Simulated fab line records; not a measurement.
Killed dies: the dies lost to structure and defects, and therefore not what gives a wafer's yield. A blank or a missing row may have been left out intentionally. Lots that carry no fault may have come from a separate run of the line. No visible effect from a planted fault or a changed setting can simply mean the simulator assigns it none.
The tool behind it: which one?    flow rit cmos    Sampling: 14 lots, 42 wafers, 3 of 202 route steps

== WHAT THE GAUGES SHOWED, per wafer ==
RIT_NWELL_TW_MEAS_10.
lot   measured     on             NWELL_TW
L422  day 1 21:46  film metro-02  2120 2114 2112
L423  day 2 05:15  film metro-04  2138 2152 2139
L424  day 2 08:14  film metro-01  2182 2180 2176
L426  day 2 17:07  film metro-01  2188 2166 2171
L427  day 2 21:59  film metro-02  2124 2127 2129
L428  day 3 03:41  film metro-01  2175 2166 2158
L430  day 3 14:09  film metro-01  2167 2160 2164
L431  day 3 18:59  film metro-01  2175 2167 2169
L432  day 3 23:20  film metro-02  2114 2122 2121
L433  day 4 04:02  film metro-01  2176 2172 2178
L434  day 4 08:54  film metro-04  2167 2159 2161
L437  day 5 01:34  film metro-04  2145 2144 2141
L441  day 5 22:47  film metro-02  1903 1901 1908
L443  day 6 09:19  film metro-02  1904 1918 1912

RIT_WELLDRIVE_RS_MEAS_01: the measuring method here is four-point-probe.
lot   measured     on             NWELL_RS (ohm/sq)
L422  day 2 05:34  film metro-01  275.8 276.4 275.7
L423  day 2 11:58  film metro-04  276.2 275.6 275.9
L424  day 2 15:26  film metro-04  275.3 275.5 274.6
L426  day 2 23:56  film metro-04  275.0 274.2 274.8
L427  day 3 05:03  film metro-02  275.6 275.9 274.9
L428  day 3 10:31  film metro-02  273.9 274.9 275.0
L430  day 3 20:51  film metro-02  275.1 274.8 275.7
L431  day 4 01:44  film metro-02  275.5 274.5 275.0
L432  day 4 06:34  film metro-04  274.4 274.5 275.1
L433  day 4 10:44  film metro-02  275.5 275.2 274.8
L434  day 4 15:50  film metro-01  274.6 274.0 273.7
L437  day 5 08:23  film metro-01  276.2 276.8 276.6
L441  day 6 05:37  film metro-04  335.9 335.5 337.6
L443  day 6 16:23  film metro-02  334.8 335.9 334.7

== WHICH TOOL RAN EACH LOT (tool, then ch and the chambers of the sampled wafers, then the start) ==
lot   RIT_NWELL_IMPLANT_08
L422  implanter-02 ch 0, day 1 21:29
L423  implanter-03 ch 0, day 2 04:58
L424  implanter-02 ch 0, day 2 07:55
L426  implanter-03 ch 0, day 2 16:48
L427  implanter-03 ch 0, day 2 21:41
L428  implanter-03 ch 0, day 3 03:22
L430  implanter-02 ch 0, day 3 13:49
L431  implanter-02 ch 0, day 3 18:40
L432  implanter-03 ch 0, day 3 23:01
L433  implanter-01 ch 0, day 4 03:43
L434  implanter-01 ch 0, day 4 08:35
L437  implanter-02 ch 0, day 5 01:14
L441  implanter-02 ch 0, day 5 22:29
L443  implanter-02 ch 0, day 6 08:59
- RIT_NWELL_IMPLANT_08

== AS READ BY THE TOOLS THEMSELVES (means over the sampled wafers that have a number; for cases with no such wafer, the mark the record gives instead) ==
RIT_NWELL_IMPLANT_08.
lot   tool          beam energy keV  beam on s (s)  dose ions cm2  faraday current uA
L422  implanter-02  169.96           10.04          4.992e+13      158
L423  implanter-03  169.96           9.98           5.000e+13      159
L424  implanter-02  169.99           9.94           4.996e+13      160
L426  implanter-03  170.00           10.01          4.999e+13      159
L427  implanter-03  170.02           10.05          5.005e+13      157
L428  implanter-03  170.01           10.06          5.004e+13      157
L430  implanter-02  170.07           9.94           4.996e+13      159
L431  implanter-02  170.01           10.27          4.998e+13      154
L432  implanter-03  170.08           10.16          5.009e+13      156
L433  implanter-01  169.98           10.04          5.003e+13      158
L434  implanter-01  169.98           10.02          5.009e+13      158
L437  implanter-02  170.02           9.90           5.001e+13      160
L441  implanter-02  169.95           9.97           3.624e+13      116
L443  implanter-02  169.99           9.93           3.620e+13      116

== THE ANSWER, worked out from the rows above alone ==
Rule: the usual values come from the lots themselves. The widest of any qualifying gaps counts: lots, ordered by their means at a reading, are off when they make up no more than a third of the lots, leave a main group of 4 or more, and stand apart from it by 3 or more times the standard deviation of that group's means. A main group whose means are all the same, to the digits that the tables above print for the reading, isn't used. A lot without any number at a reading at which 4 lots or more have one is off too. The other lots that the step has rows for count as sound. Order of review: gauges by route order, followed by the tools' own readings, for which a lot's mean as printed above is used. The first step at which some lot is off is used, and at that step the reading that is off furthest; a lot without a number counts as furthest.
Off: L441, L443, seen at RIT_NWELL_TW_MEAS_10 (NWELL_TW). The main group has a mean of 2153 with a standard deviation of 22.
If a tool, at a process step before that reading, ran all the lots that are off and no sound lot after the first of them, it fits. Not tried: the gauges at RIT_NWELL_TW_MEAS_10; whatever is off there is also off at RIT_NWELL_IMPLANT_08, on other tools, and gauge error can't account for it. One fits: implanter-02 at RIT_NWELL_IMPLANT_08. Its last sound lot is L437 (day 5 01:14), its first lot that is off L441 (day 5 22:29): a fault that began between those two fits.
The tool's own readings at RIT_NWELL_IMPLANT_08 bear it out: on the lots that are off they differ by more than 5 times the standard deviation of the sound lots' means. dose ions cm2 reads 3.622e+13 there against 5.001e+13 on the sound lots; faraday current uA reads 116 there against 158 on the sound lots.

== WHAT THE SIMULATOR PUT IN ==
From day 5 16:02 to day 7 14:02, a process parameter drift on implanter-02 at RIT_NWELL_IMPLANT_08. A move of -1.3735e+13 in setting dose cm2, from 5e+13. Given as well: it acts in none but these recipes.
Struck lots among those shown: L441, L443. Same finding as the rule above.
